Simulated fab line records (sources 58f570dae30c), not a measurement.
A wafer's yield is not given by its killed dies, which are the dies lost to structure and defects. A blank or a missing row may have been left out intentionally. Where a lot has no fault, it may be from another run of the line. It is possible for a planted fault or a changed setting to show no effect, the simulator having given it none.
Which tool did it? :: flow berkeley-cmos170 :: 7 lots, 21 wafers sampled, at 3 steps of a route of 331

WHAT THE GAUGES SHOWED, per wafer
UCB170_V2_THK_MEAS_01.
lot: L720
measured: day 8 16:34
on: film-metro-03
V2_TEOS_THK (nm): 1998 2040 2031

lot: L726
measured: day 9 14:13
on: film-metro-03
V2_TEOS_THK (nm): 1985 2007 1999

lot: L727
measured: day 9 22:18
on: film-metro-01
V2_TEOS_THK (nm): 1993 1999 2015

lot: L731
measured: day 11 03:25
on: film-metro-01
V2_TEOS_THK (nm): 1959 2008 2014

lot: L730
measured: day 11 03:55
on: film-metro-02
V2_TEOS_THK (nm): 1998 2027 2026

lot: L740
measured: day 12 10:32
on: film-metro-01
V2_TEOS_THK (nm): 1963 2019 2011

lot: L742
measured: day 12 23:04
on: film-metro-01
V2_TEOS_THK (nm): 2006 2009 2014

WHAT TOOL EACH LOT RAN ON (gives the tool, then ch and the chambers of the sampled wafers, and finally the start)
lot: L720
UCB170_M2_STRIP_07: plasma-asher-01 ch 0,1, day 8 12:29
UCB170_V2_CVD_00: pecvd-04 ch 0,1, day 8 16:23

lot: L726
UCB170_M2_STRIP_07: plasma-asher-01 ch 0,1, day 9 10:10
UCB170_V2_CVD_00: pecvd-04 ch 0,1, day 9 14:03

lot: L727
UCB170_M2_STRIP_07: plasma-asher-03 ch 0,1, day 9 19:37
UCB170_V2_CVD_00: pecvd-04 ch 1,2, day 9 22:08

lot: L731
UCB170_M2_STRIP_07: plasma-asher-02 ch 0,1, day 10 23:02
UCB170_V2_CVD_00: pecvd-01 ch 0,1,2, day 11 03:16

lot: L730
UCB170_M2_STRIP_07: plasma-asher-03 ch 0,1, day 11 00:40
UCB170_V2_CVD_00: pecvd-04 ch 0,1, day 11 03:44

lot: L740
UCB170_M2_STRIP_07: plasma-asher-01 ch 0,1, day 12 08:20
UCB170_V2_CVD_00: pecvd-01 ch 0,1,2, day 12 10:22

lot: L742
UCB170_M2_STRIP_07: plasma-asher-01 ch 0, day 12 21:02
UCB170_V2_CVD_00: pecvd-01 ch 1,2, day 12 22:53
- UCB170_M2_STRIP_07: strips in O2.
- UCB170_V2_CVD_00: deposits SiO2 from TEOS/O2, target thk 2000 nm, time 250 s.

THE ANSWER, worked out from the rows above alone
Rule: the usual values come from the lots themselves. Put in order of their means at a reading, lots are off if they are a third of the lots or fewer, leave a main group of 4 or more, and stand apart from it by a gap of 3 or more times the standard deviation of the main group's means; of several such gaps the widest counts. The tables above print the reading to a certain number of digits; a main group whose means all agree to those digits is not used. A lot without any number at a reading at which 4 lots or more have one is off too. Any other lot the step has rows for is counted as sound.
Nothing can be told from this: no lot is off at any reading shown.

WHAT THE SIMULATOR HAD PUT IN
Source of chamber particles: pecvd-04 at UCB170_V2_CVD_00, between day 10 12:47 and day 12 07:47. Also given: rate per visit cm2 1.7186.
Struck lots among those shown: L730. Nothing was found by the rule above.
